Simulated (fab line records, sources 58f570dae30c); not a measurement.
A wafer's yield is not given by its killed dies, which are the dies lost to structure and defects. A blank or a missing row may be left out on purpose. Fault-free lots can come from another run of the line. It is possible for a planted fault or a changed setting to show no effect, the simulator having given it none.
Which of the tools did it? :: flow berkeley-cmos170 :: Sampling: 7 lots, 21 wafers, 3 of 331 route steps

== WHAT THE GAUGES SHOWED, per wafer ==
UCB170_M2_CD_MEAS_15 targets a cd of 700 nm.
lot: L369
measured: day 8 01:33
on: cd-sem-01
cd-nm (nm): 696.2 698.4 697.9

lot: L372
measured: day 8 03:55
on: cd-sem-02
cd-nm (nm): 700.7 699.8 700.9

lot: L373
measured: day 8 17:29
on: cd-sem-02
cd-nm (nm): 701.2 701.1 702.1

lot: L376
measured: day 9 06:35
on: cd-sem-02
cd-nm (nm): 700.0 699.3 699.4

lot: L380
measured: day 10 13:15
on: cd-sem-01
cd-nm (nm): 711.8 711.7 711.1

lot: L383
measured: day 11 02:38
on: cd-sem-02
cd-nm (nm): 701.7 701.8 700.1

lot: L388
measured: day 12 06:59
on: cd-sem-01
cd-nm (nm): 698.0 698.1 698.3

== EACH LOT AND THE TOOL THAT RAN IT (in order: tool; ch and the chambers of the sampled wafers; start) ==
lot: L369
UCB170_PWELL_STRIP_16: plasma-asher-01 ch 0,1, day 3 10:04
UCB170_M2_PEB_13: litho-track-04 ch 0, day 8 01:17

lot: L372
UCB170_PWELL_STRIP_16: plasma-asher-02 ch 0,1, day 3 22:07
UCB170_M2_PEB_13: litho-track-02 ch 0, day 8 03:39

lot: L373
UCB170_PWELL_STRIP_16: plasma-asher-01 ch 0,1, day 4 08:02
UCB170_M2_PEB_13: litho-track-03 ch 0, day 8 17:12

lot: L376
UCB170_PWELL_STRIP_16: plasma-asher-03 ch 0,1, day 5 00:11
UCB170_M2_PEB_13: litho-track-02 ch 0, day 9 06:19

lot: L380
UCB170_PWELL_STRIP_16: plasma-asher-02 ch 0,1, day 5 16:43
UCB170_M2_PEB_13: litho-track-04 ch 0, day 10 12:59

lot: L383
UCB170_PWELL_STRIP_16: plasma-asher-03 ch 0,1, day 6 09:34
UCB170_M2_PEB_13: litho-track-02 ch 0, day 11 02:22

lot: L388
UCB170_PWELL_STRIP_16: plasma-asher-01 ch 0,1, day 7 15:58
UCB170_M2_PEB_13: litho-track-03 ch 0, day 12 06:43
- UCB170_PWELL_STRIP_16: strips in O2.
- UCB170_M2_PEB_13

== THE ANSWER, worked out from the rows above alone ==
Rule: usual is defined by the lots themselves. Put in order of their means at a reading, lots are off if they are a third of the lots or fewer, leave a main group of 4 or more, and stand apart from it by a gap of 3 or more times the standard deviation of the main group's means; of several such gaps the widest counts. A main group is skipped when, at the precision printed for the reading in the tables above, its means are all equal. A lot without any number at a reading at which 4 lots or more have one is off too. The other lots that the step has rows for count as sound.
Off: L380, at UCB170_M2_CD_MEAS_15 (cd-nm). The main group has a mean of 699.7 nm with a standard deviation of 1.5.
A tool fits if, at a process step before that reading, it ran every lot that is off, and no sound lot after the first of them. Gauges at UCB170_M2_CD_MEAS_15: tried the same way as those tools. 2 tools fit, plasma-asher-02 at UCB170_PWELL_STRIP_16 and litho-track-04 at UCB170_M2_PEB_13, so this cannot tell which one it is.

== WHAT HAD BEEN PUT IN BY THE SIMULATOR ==
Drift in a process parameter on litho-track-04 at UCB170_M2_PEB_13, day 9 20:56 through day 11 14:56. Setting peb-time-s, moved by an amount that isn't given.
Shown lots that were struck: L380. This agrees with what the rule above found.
